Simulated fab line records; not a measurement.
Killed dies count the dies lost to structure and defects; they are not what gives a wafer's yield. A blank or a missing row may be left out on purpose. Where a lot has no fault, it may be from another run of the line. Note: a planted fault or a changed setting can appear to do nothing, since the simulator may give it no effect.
Problem report, 8D (eight disciplines) form, completed by code | flow rit-cmos | the parts of the form that need people (team, actions taken, sign-off) are left out

## 1. WHAT IS WRONG
Across 6 wafers from 2 lots, NSD_TW at RIT_NSD_TW_MEAS_10 averages 1654, while fault-free wafers read 3135 with a standard deviation of 34. That is -44 standard deviations from the usual mean.
First observed at day 5 13:05: wafer L257.2, on film-metro-04. The record has a number at this step for 42 wafers belonging to 14 lots. Rule for "out" (also "out of limits"): further than 4 standard deviations from the usual mean. All remaining wafers that have a number are taken as sound.

## 2. WHAT THIS IS AND IS NOT
question                    | is                     | is not
which readings at this step | NSD_TW                 | -
which lots                  | L257, L260             | L246, L247, L248, L249, L250, L251, L252, L254, L258, L266, L267, L268
which wafers of those lots  | all that have a number | -
read on which gauges        | film-metro-04          | film-metro-01, film-metro-03
when                        | from day 5 13:05       | up to then (24 sound wafers); but 12 sound wafers of L258, L266, L267, L268 came after

## 3. SUSPECTS, AND WHAT RULES EACH OUT
Counting: a tool at a process step up to the reading stays a suspect if it ran every lot that is out and no sound lot after the first of them.
- the gauge at RIT_NSD_TW_MEAS_10 has been ruled out. All the wafers that are out were read on film-metro-04, but those of them that RIT_NSD_IMPLANT_08 has rows for are out there too, on other tools.
- implanter-03 at RIT_NSD_IMPLANT_08: kept. Every lot that is out went through it, starting with L257 (day 5 12:46), and after that it ran no sound lot; the last sound lot it ran before then is L254 (day 4 19:49). Out on those wafers are its own readings of dose-ions-cm2, end-station-pressure-torr, faraday-current-uA.
Left after counting: implanter-03 at RIT_NSD_IMPLANT_08.

## 4. THE CAUSE (what the simulator had put in)
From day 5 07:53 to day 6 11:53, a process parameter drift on implanter-03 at RIT_NSD_IMPLANT_08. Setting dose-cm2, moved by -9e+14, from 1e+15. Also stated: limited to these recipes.
This tool alone remained once counting was done.

## 5. THE CHAIN OF EFFECTS, in route order
Each row: a reading whose mean over the struck wafers that have a number lies more than 3 standard deviations from the usual. Readings are gone through only where the record gives a usual standard deviation; hours: the median, over the lots, of the time from a lot's start at the first step in this table giving one to that lot's start at this step; sigmas: the change measured in usual standard deviations.
hours | step                    | reading                   | usual        | on struck wafers | change   | sigmas
0     | RIT_NSD_IMPLANT_08      | dose-ions-cm2             | 1e+15        | 1e+14            | -9e+14   | -99 or more
0     | RIT_NSD_IMPLANT_08      | end-station-pressure-torr | 7.5e-06 Torr | 5.4e-06          | -2.1e-06 | -5.7
0     | RIT_NSD_IMPLANT_08      | faraday-current-uA        | 3123         | 316              | -2807    | -44
0     | RIT_NSD_TW_MEAS_10      | NSD_TW                    | 3135         | 1654             | -1481    | -44
2     | RIT_SDANNEAL_RS_MEAS_05 | NSD_RS                    | 84.40 ohm/sq | 488.43           | +404.03  | +99 or more
Process steps it contains:
- RIT_NSD_IMPLANT_08

## 6. HOW IT WOULD HAVE BEEN CAUGHT EARLIER
5 hours passed between the start of the fault at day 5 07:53 and the first reading out of limits at a measuring or inspecting step in this record, taken at day 5 13:05.
Tool's own readings at RIT_NSD_IMPLANT_08, dose-ions-cm2, end-station-pressure-torr, faraday-current-uA: out on all struck wafers the step has rows for; an alarm limit on them would have tripped on the first.
L260, from the lots that are out (2), started RIT_NSD_IMPLANT_08 on implanter-03 later than day 5 13:05. A hold on the tool at that time would have spared it.
